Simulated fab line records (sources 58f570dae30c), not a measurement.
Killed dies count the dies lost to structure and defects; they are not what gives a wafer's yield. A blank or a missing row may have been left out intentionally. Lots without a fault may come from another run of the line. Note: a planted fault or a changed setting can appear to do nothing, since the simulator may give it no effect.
Matching of chambers | flow berkeley cmos170 | UCB170_V1_CMP_02 on cmp-01 has 4 sister chambers
The step polishes SiO2. 8 wafers are shown with their chamber, then 8 later ones without.

== WAFERS, EACH WITH ITS CHAMBER ==
wafer  | chamber | motor current A (A) | slurry filter dp kPa (kPa)
L436.2 | 1       | 14.9                | 13.39
L437.6 | 2       | 17.0                | 13.50
L440.5 | 0       | 15.4                | 13.43
L440.6 | 3       | 13.5                | 13.76
L447.1 | 3       | 13.4                | 13.55
L447.3 | 0       | 15.4                | 13.62
L447.4 | 2       | 16.7                | 13.54
L448.3 | 1       | 15.9                | 13.56

== WAFERS WITHOUT THEIR CHAMBER ==
wafer  | motor current A (A) | slurry filter dp kPa (kPa)
L448.4 | 13.4                | 13.51
L448.6 | 15.9                | 13.33
L452.1 | 15.1                | 13.43
L452.3 | 14.4                | 13.51
L452.4 | 17.4                | 13.59
L450.2 | 14.4                | 13.67
L450.4 | 13.4                | 13.59
L450.5 | 13.6                | 13.34

== WHICH CHAMBER EACH WENT THROUGH ==
wafer  | from the rows above          | in truth
L448.4 | 3                            | 3
L448.6 | can't be placed: 1 or 0 or 2 | 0
L452.1 | can't be placed: 1 or 0      | 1
L452.3 | can't be placed: 0 or 1 or 3 | 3
L452.4 | 2                            | 2
L450.2 | can't be placed: 3 or 0 or 1 | 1
L450.4 | 3                            | 3
L450.5 | 3                            | 3
Correct placement for 4 of the 8. From these rows, 4 cannot be placed; in 4 the true chamber is one of the candidates. Number placed wrongly: 0.
How it was worked out, from the rows above alone: a wafer's distance from a chamber is the root of the sum, over the readings, of the square of ((its reading less the chamber's mean) divided by the reading's scatter). If the next closest chamber is less than 2 further off than the closest, the wafer can't be placed; otherwise it belongs to the closest. A chamber's mean is the mean of its shown wafers. The scatter: the root of (the sum of the squares of (reading less its chamber's mean) over the shown wafers, divided by (wafers less chambers)).
